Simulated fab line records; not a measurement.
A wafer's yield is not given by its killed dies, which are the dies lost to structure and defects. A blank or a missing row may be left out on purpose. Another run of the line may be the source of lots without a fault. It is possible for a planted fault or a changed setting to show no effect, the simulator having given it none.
Code-filled problem report in 8D (eight disciplines) form / flow rit-cmos / the parts of the form that need people (team, actions taken, sign-off) are left out

## 1. THE ISSUE
Wafers without a fault read 208.3 s with a standard deviation of 0.51, while run-length-s at RIT_NWELL_STRIP_09 averages 72.4 s across 3 wafers of 1 lot. So: -99 or more standard deviations from the usual mean.
The step: strips in O2, time 180 s.
First seen on wafer L574.1, day 2 18:41, on plasma-asher-04. The record holds 15 wafers of 5 lots with a number at this step. The rule behind "out" and "out of limits": a value lying over 4 standard deviations away from the usual mean. The rest of the wafers with a number are treated as sound.

## 2. WHAT THIS IS AND IS NOT
question=which readings at this step | is=run-length-s | is not=drypump-motor-current-A
question=which lots | is=L574 | is not=L571, L573, L588, L592
question=which wafers of those lots | is=all that have a number | is not=-
question=read on which tools | is=plasma-asher-04 | is not=plasma-asher-01
question=when | is=from day 2 18:41 | is not=up to then (6 sound wafers); but 6 sound wafers of L588, L592 came after

## 3. WHAT RULES OUT EACH SUSPECT
Counting: a tool stays on the suspect list if, at a process step up to the reading, it processed all lots that are out and no sound lot following the first of them.
- plasma-asher-04 at RIT_NWELL_STRIP_09 (strips in O2, time 180 s): ruled out as a lasting fault. After its first lot that is out, L574 (day 2 18:41), sound lots L588 ran on it.
Left after counting: nothing in the record.

## 4. THE CAUSE (what the simulator had put in)
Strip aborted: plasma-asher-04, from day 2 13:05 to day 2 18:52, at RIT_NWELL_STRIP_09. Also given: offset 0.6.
Counting ruled it out, wrongly.

## 5. THE EFFECT CHAIN, in route order
One row per reading whose mean, taken over the struck wafers that have a number, lies over 3 standard deviations from the usual. Only readings for which the record gives a usual standard deviation are gone through. hours: the time from each lot's start at the first step in this table that gives one to its start at this step, as a median over the lots. sigmas: the change in usual standard deviations.
hours=0; step=RIT_NWELL_STRIP_09; reading=run-length-s; usual=208.3 s; on struck wafers=72.4; change=-135.9; sigmas=-99 or more
The process steps in it:
- RIT_NWELL_STRIP_09: strips in O2, time 180 s.
Later measuring or inspecting steps at which every struck wafer that the step has a row for has a number for every such reading, and none has moved that far: RIT_NWELL_TW_MEAS_10.

## 6. WHAT WOULD HAVE CAUGHT IT SOONER
6 hours passed between the start of the fault at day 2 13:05 and the first reading out of limits in this record, taken at day 2 18:41.
